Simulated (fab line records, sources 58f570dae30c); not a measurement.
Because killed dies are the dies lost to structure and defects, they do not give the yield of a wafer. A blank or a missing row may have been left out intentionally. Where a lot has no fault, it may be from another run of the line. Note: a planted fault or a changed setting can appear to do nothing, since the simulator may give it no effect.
Shared-tool check || flow berkeley_cmos170 || Lots sampled 15, wafers sampled 45

== WHY THIS WAS OPENED ==
At UCB170_GATE_THK_MEAS_05 the reading GATE_POLY_THK is flagged on 3 of 15 lots. No-fault wafers: 205.4 nm, standard deviation 1.7.
Rule: a lot is flagged when every wafer of it that has a number lies more than 4 standard deviations from that mean, or none has a number. All remaining lots are regarded as sound.

{"lot": "L221", "measured": "day 6 18:56", "on": "film_metro-01", "GATE_POLY_THK (nm), wafer by wafer": "208.1 208.8 207.0", "flag": ""}
{"lot": "L220", "measured": "day 6 18:58", "on": "film_metro-02", "GATE_POLY_THK (nm), wafer by wafer": "206.8 203.8 206.7", "flag": ""}
{"lot": "L222", "measured": "day 7 16:33", "on": "film_metro-02", "GATE_POLY_THK (nm), wafer by wafer": "204.5 203.3 205.9", "flag": ""}
{"lot": "L223", "measured": "day 7 23:26", "on": "film_metro-04", "GATE_POLY_THK (nm), wafer by wafer": "203.1 205.0 204.3", "flag": ""}
{"lot": "L224", "measured": "day 7 23:26", "on": "film_metro-01", "GATE_POLY_THK (nm), wafer by wafer": "205.9 204.9 206.0", "flag": ""}
{"lot": "L225", "measured": "day 7 23:26", "on": "film_metro-02", "GATE_POLY_THK (nm), wafer by wafer": "204.1 202.6 204.1", "flag": ""}
{"lot": "L228", "measured": "day 8 15:56", "on": "film_metro-01", "GATE_POLY_THK (nm), wafer by wafer": "249.8 250.4 250.3", "flag": "FLAGGED"}
{"lot": "L226", "measured": "day 8 15:57", "on": "film_metro-02", "GATE_POLY_THK (nm), wafer by wafer": "251.9 252.5 254.0", "flag": "FLAGGED"}
{"lot": "L227", "measured": "day 8 15:58", "on": "film_metro-04", "GATE_POLY_THK (nm), wafer by wafer": "249.4 251.3 250.0", "flag": "FLAGGED"}
{"lot": "L239", "measured": "day 11 19:45", "on": "film_metro-01", "GATE_POLY_THK (nm), wafer by wafer": "202.4 204.7 203.0", "flag": ""}
{"lot": "L238", "measured": "day 11 19:46", "on": "film_metro-02", "GATE_POLY_THK (nm), wafer by wafer": "206.8 206.6 206.9", "flag": ""}
{"lot": "L240", "measured": "day 12 03:26", "on": "film_metro-04", "GATE_POLY_THK (nm), wafer by wafer": "210.2 207.9 208.4", "flag": ""}
{"lot": "L241", "measured": "day 12 03:26", "on": "film_metro-01", "GATE_POLY_THK (nm), wafer by wafer": "205.2 205.7 204.6", "flag": ""}
{"lot": "L243", "measured": "day 12 11:12", "on": "film_metro-04", "GATE_POLY_THK (nm), wafer by wafer": "207.1 206.5 206.3", "flag": ""}
{"lot": "L242", "measured": "day 12 11:13", "on": "film_metro-01", "GATE_POLY_THK (nm), wafer by wafer": "205.5 206.7 206.6", "flag": ""}
The numbers of the flagged lots are 251.1 nm on average: +45.7 nm against the usual, or +27 standard deviations.

== TOOL THAT RAN EACH LOT ==
Before the reading, the record contains 3 process steps out of a 331-step route. Every cell lists first the tool, next ch and the chambers used by the sampled wafers, and last the start.
{"lot": "L221", "flag": "", "UCB170_PWELL_STRIP_16": "plasma_asher-02 ch 0,1, day 3 07:40", "UCB170_ACTIVE_STRIP_16": "plasma_asher-04 ch 0,1, day 4 15:32", "UCB170_GATE_CVD_04": "lpcvd-02 ch 1, day 6 17:31"}
{"lot": "L220", "flag": "", "UCB170_PWELL_STRIP_16": "plasma_asher-02 ch 0,1, day 3 01:26", "UCB170_ACTIVE_STRIP_16": "plasma_asher-03 ch 0,1, day 4 15:16", "UCB170_GATE_CVD_04": "lpcvd-02 ch 1, day 6 17:31"}
{"lot": "L222", "flag": "", "UCB170_PWELL_STRIP_16": "plasma_asher-01 ch 0,1, day 3 21:16", "UCB170_ACTIVE_STRIP_16": "plasma_asher-02 ch 0,1, day 5 05:42", "UCB170_GATE_CVD_04": "lpcvd-02 ch 0, day 7 15:08"}
{"lot": "L223", "flag": "", "UCB170_PWELL_STRIP_16": "plasma_asher-02 ch 0,1, day 4 04:47", "UCB170_ACTIVE_STRIP_16": "plasma_asher-02 ch 0,1, day 5 15:43", "UCB170_GATE_CVD_04": "lpcvd-02 ch 0, day 7 22:02"}
{"lot": "L224", "flag": "", "UCB170_PWELL_STRIP_16": "plasma_asher-01 ch 0,1, day 4 04:26", "UCB170_ACTIVE_STRIP_16": "plasma_asher-03 ch 0,1, day 5 15:16", "UCB170_GATE_CVD_04": "lpcvd-02 ch 1, day 7 22:02"}
{"lot": "L225", "flag": "", "UCB170_PWELL_STRIP_16": "plasma_asher-03 ch 1, day 4 04:54", "UCB170_ACTIVE_STRIP_16": "plasma_asher-02 ch 1, day 5 15:27", "UCB170_GATE_CVD_04": "lpcvd-02 ch 0, day 7 22:02"}
{"lot": "L228", "flag": "FLAGGED", "UCB170_PWELL_STRIP_16": "plasma_asher-02 ch 0,1, day 5 00:55", "UCB170_ACTIVE_STRIP_16": "plasma_asher-03 ch 0,1, day 6 14:58", "UCB170_GATE_CVD_04": "lpcvd-02 ch 1, day 8 14:32"}
{"lot": "L226", "flag": "FLAGGED", "UCB170_PWELL_STRIP_16": "plasma_asher-01 ch 0,1, day 4 19:37", "UCB170_ACTIVE_STRIP_16": "plasma_asher-03 ch 0,1, day 6 09:58", "UCB170_GATE_CVD_04": "lpcvd-02 ch 1, day 8 14:32"}
{"lot": "L227", "flag": "FLAGGED", "UCB170_PWELL_STRIP_16": "plasma_asher-01 ch 0,1, day 5 00:49", "UCB170_ACTIVE_STRIP_16": "plasma_asher-02 ch 0,1, day 6 15:12", "UCB170_GATE_CVD_04": "lpcvd-02 ch 0, day 8 14:32"}
{"lot": "L239", "flag": "", "UCB170_PWELL_STRIP_16": "plasma_asher-03 ch 0,1, day 7 09:01", "UCB170_ACTIVE_STRIP_16": "plasma_asher-04 ch 0,1, day 8 23:26", "UCB170_GATE_CVD_04": "lpcvd-02 ch 0, day 11 18:21"}
{"lot": "L238", "flag": "", "UCB170_PWELL_STRIP_16": "plasma_asher-02 ch 0,1, day 7 09:15", "UCB170_ACTIVE_STRIP_16": "plasma_asher-02 ch 0,1, day 8 23:41", "UCB170_GATE_CVD_04": "lpcvd-02 ch 0, day 11 18:21"}
{"lot": "L240", "flag": "", "UCB170_PWELL_STRIP_16": "plasma_asher-01 ch 0,1, day 7 20:24", "UCB170_ACTIVE_STRIP_16": "plasma_asher-02 ch 0,1, day 9 09:29", "UCB170_GATE_CVD_04": "lpcvd-02 ch 0, day 12 02:02"}
{"lot": "L241", "flag": "", "UCB170_PWELL_STRIP_16": "plasma_asher-03 ch 0,1, day 7 20:10", "UCB170_ACTIVE_STRIP_16": "plasma_asher-03 ch 0,1, day 9 09:44", "UCB170_GATE_CVD_04": "lpcvd-02 ch 0, day 12 02:02"}
{"lot": "L243", "flag": "", "UCB170_PWELL_STRIP_16": "plasma_asher-03 ch 0,1, day 8 06:54", "UCB170_ACTIVE_STRIP_16": "plasma_asher-02 ch 0,1, day 9 18:41", "UCB170_GATE_CVD_04": "lpcvd-02 ch 0, day 12 09:46"}
{"lot": "L242", "flag": "", "UCB170_PWELL_STRIP_16": "plasma_asher-01 ch 0,1, day 8 06:45", "UCB170_ACTIVE_STRIP_16": "plasma_asher-02 ch 0,1, day 9 18:56", "UCB170_GATE_CVD_04": "lpcvd-02 ch 1, day 12 09:46"}
What these steps do:
- UCB170_PWELL_STRIP_16: strips in O2.
- UCB170_ACTIVE_STRIP_16: strips in O2.
- UCB170_GATE_CVD_04: deposits poly-Si from SiH4, time 1390 s, target thk 214 nm.
- UCB170_GATE_THK_MEAS_05

== FLAGGED OVER TOTAL, TOOL BY TOOL (the gauges that took the reading come last) ==
{"step": "UCB170_PWELL_STRIP_16", "tool": "plasma_asher-01", "lots run": 6, "flagged": 2, "share of the flagged lots": "some", "sound lots run after its first flagged lot": "2 (L240,L242)"}
{"step": "UCB170_PWELL_STRIP_16", "tool": "plasma_asher-02", "lots run": 5, "flagged": 1, "share of the flagged lots": "some", "sound lots run after its first flagged lot": "1 (L238)"}
{"step": "UCB170_PWELL_STRIP_16", "tool": "plasma_asher-03", "lots run": 4, "flagged": 0, "share of the flagged lots": "none", "sound lots run after its first flagged lot": "-"}
{"step": "UCB170_ACTIVE_STRIP_16", "tool": "plasma_asher-02", "lots run": 8, "flagged": 1, "share of the flagged lots": "some", "sound lots run after its first flagged lot": "4 (L238,L240,L243,L242)"}
{"step": "UCB170_ACTIVE_STRIP_16", "tool": "plasma_asher-03", "lots run": 5, "flagged": 2, "share of the flagged lots": "some", "sound lots run after its first flagged lot": "1 (L241)"}
{"step": "UCB170_ACTIVE_STRIP_16", "tool": "plasma_asher-04", "lots run": 2, "flagged": 0, "share of the flagged lots": "none", "sound lots run after its first flagged lot": "-"}
{"step": "UCB170_GATE_CVD_04", "tool": "lpcvd-02", "lots run": 15, "flagged": 3, "share of the flagged lots": "all", "sound lots run after its first flagged lot": "6 (L238,L239,L240,L241,L242,L243)"}
{"step": "UCB170_GATE_THK_MEAS_05", "tool": "film_metro-01", "lots run": 6, "flagged": 1, "share of the flagged lots": "some", "sound lots run after its first flagged lot": "3 (L239,L241,L242)"}
{"step": "UCB170_GATE_THK_MEAS_05", "tool": "film_metro-02", "lots run": 5, "flagged": 1, "share of the flagged lots": "some", "sound lots run after its first flagged lot": "1 (L238)"}
{"step": "UCB170_GATE_THK_MEAS_05", "tool": "film_metro-04", "lots run": 4, "flagged": 1, "share of the flagged lots": "some", "sound lots run after its first flagged lot": "2 (L240,L243)"}

== WHAT THE TABLE ALLOWS ==
All flagged lots share 1 row of the table, namely lpcvd-02 at UCB170_GATE_CVD_04.
- lpcvd-02 at UCB170_GATE_CVD_04: 3 of its 15 lots flagged. Sound lots ran on it after the first flagged one (L238, L239, L240, L241, L242, L243), which a lasting fault on the whole tool wouldn't allow. Its own readings (pressure_mtorr) fall more than 4 standard deviations out on all wafers of the flagged lots.
Every row of the table either missed a flagged lot or ran a sound lot after the first.

== WHAT THE SIMULATOR PUT IN ==
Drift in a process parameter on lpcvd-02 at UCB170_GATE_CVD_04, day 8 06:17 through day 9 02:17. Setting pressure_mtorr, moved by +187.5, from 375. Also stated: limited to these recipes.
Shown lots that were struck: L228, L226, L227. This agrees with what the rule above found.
